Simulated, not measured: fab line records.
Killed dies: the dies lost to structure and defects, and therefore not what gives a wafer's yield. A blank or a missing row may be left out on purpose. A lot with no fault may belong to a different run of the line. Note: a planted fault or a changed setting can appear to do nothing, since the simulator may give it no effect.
2 desks looking at one fault    flow berkeley-cmos170    only its own numbers are on each desk; what lay behind them is given at the end

THE METROLOGY DESK
What the gauges read for every lot (on any tool): the sampled wafers with a number, averaged. If a lot's mean is further than 4 standard deviations from the usual mean, the lot is out of limits and carries the mark OUT (the distance appears in the brackets).
Columns: A = cd-nm at UCB170_V1_CD_MEAS_90, usual 699.8 nm; B = V2_BOW at UCB170_V2_BOW_MEAS_03, usual 36 um; C = V2_OVL at UCB170_V2_OVL_MEAS_13, usual 4 nm
lot   first seen here  A      B   C
L863  day 7 16:30      701.8  35  3
L862  day 7 16:49      700.5  31  2
L864  day 7 19:51      702.4  35  3
L866  day 8 10:41      696.1  24  -1
L867  day 8 17:13      701.3  29  6
L873  day 10 05:21     699.3  39  -4
L876  day 10 11:23     701.9  33  6
L877  day 10 11:41     699.9  38  5
L880  day 10 19:04     700.2  43  1
L878  day 10 19:29     702.6  36  3
L879  day 11 02:19     699.3  36  6
L882  day 11 16:04     699.1  38  7
L883  day 11 16:22     697.4  39  4
L885  day 12 03:43     700.0  38  4
This desk's verdict: no lot among the 14 shows anything out of limits.

DESK OF THE TOOL OWNER: pvd-sputter-03
The tool's own readings at UCB170_M3_SPUTTER_01 (material Al, target thk 900 nm, time 120 s): means of the sampled wafers that have a number, for each lot that ran on this tool. If a lot's mean is further than 4 standard deviations from the usual mean, the lot is out of limits and carries the mark OUT (the distance appears in the brackets).
Columns: A = throttle-valve-pct at UCB170_M3_SPUTTER_01, usual 29.9 %
lot   first seen here  A
L867  day 8 22:41      29.6
L873  day 10 12:16     30.1
L877  day 10 17:20     29.6
This desk's verdict: no lot among the 3 shows anything out of limits.

TAKEN TOGETHER
Nothing out of limits was seen by the metrology desk.
Nothing out of limits was seen by the tool owner's desk.

WHAT THE SIMULATOR PUT IN
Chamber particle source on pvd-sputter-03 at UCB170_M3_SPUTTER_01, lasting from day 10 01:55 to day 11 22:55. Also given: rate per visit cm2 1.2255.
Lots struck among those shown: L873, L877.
